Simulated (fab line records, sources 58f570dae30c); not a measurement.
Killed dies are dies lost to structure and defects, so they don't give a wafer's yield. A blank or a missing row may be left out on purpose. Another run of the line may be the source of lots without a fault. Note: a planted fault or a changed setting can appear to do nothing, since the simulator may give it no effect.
Matching of chambers / flow berkeley_cmos170 / UCB170_V2_CMP_02 on cmp-01 has 4 sister chambers
The step polishes SiO2. 14 wafers are shown with their chamber, then 7 later ones without.

WAFERS WITH THEIR CHAMBER
wafer=L551.1; chamber=2; motor_current_A (A)=16.8
wafer=L551.4; chamber=0; motor_current_A (A)=16.1
wafer=L551.6; chamber=0; motor_current_A (A)=15.9
wafer=L550.3; chamber=3; motor_current_A (A)=17.6
wafer=L550.4; chamber=2; motor_current_A (A)=16.9
wafer=L550.6; chamber=0; motor_current_A (A)=16.3
wafer=L552.1; chamber=2; motor_current_A (A)=16.5
wafer=L552.3; chamber=3; motor_current_A (A)=18.6
wafer=L552.4; chamber=1; motor_current_A (A)=15.5
wafer=L549.1; chamber=2; motor_current_A (A)=17.4
wafer=L549.3; chamber=0; motor_current_A (A)=16.1
wafer=L549.5; chamber=1; motor_current_A (A)=14.8
wafer=L554.1; chamber=1; motor_current_A (A)=15.0
wafer=L554.2; chamber=0; motor_current_A (A)=15.5

SIGNATURES (averages over the wafers above)
reading=motor_current_A; chamber 0=15.980; chamber 1=15.100; chamber 2=16.900; chamber 3=18.100; scatter within a chamber=0.393
Rule: a wafer lies at a distance from a chamber equal to the root of the sum of squares, over the readings, of (its reading less the chamber's mean, divided by the reading's scatter). If the next closest chamber is less than 2 further off than the closest, the wafer can't be placed; otherwise it belongs to the closest. The scatter: take each reading less its chamber's mean, square it, sum over the shown wafers, divide by the number of wafers less the number of chambers, and take the root.

WAFERS MISSING THEIR CHAMBER
wafer=L554.5; motor_current_A (A)=18.3
wafer=L571.1; motor_current_A (A)=18.7
wafer=L571.2; motor_current_A (A)=16.5
wafer=L571.6; motor_current_A (A)=15.6
wafer=L572.2; motor_current_A (A)=19.0
wafer=L572.3; motor_current_A (A)=16.9
wafer=L572.6; motor_current_A (A)=18.5

CHAMBER TAKEN BY EACH
wafer=L554.5; from the rows above=3; in truth=3
wafer=L571.1; from the rows above=3; in truth=3
wafer=L571.2; from the rows above=can't be placed: 2 or 0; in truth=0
wafer=L571.6; from the rows above=can't be placed: 0 or 1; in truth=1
wafer=L572.2; from the rows above=3; in truth=3
wafer=L572.3; from the rows above=2; in truth=2
wafer=L572.6; from the rows above=3; in truth=3
Correct placement for 5 of the 7. Can't be placed from these rows: 2 (the true chamber is among the candidates in 2). 0 placed wrongly.
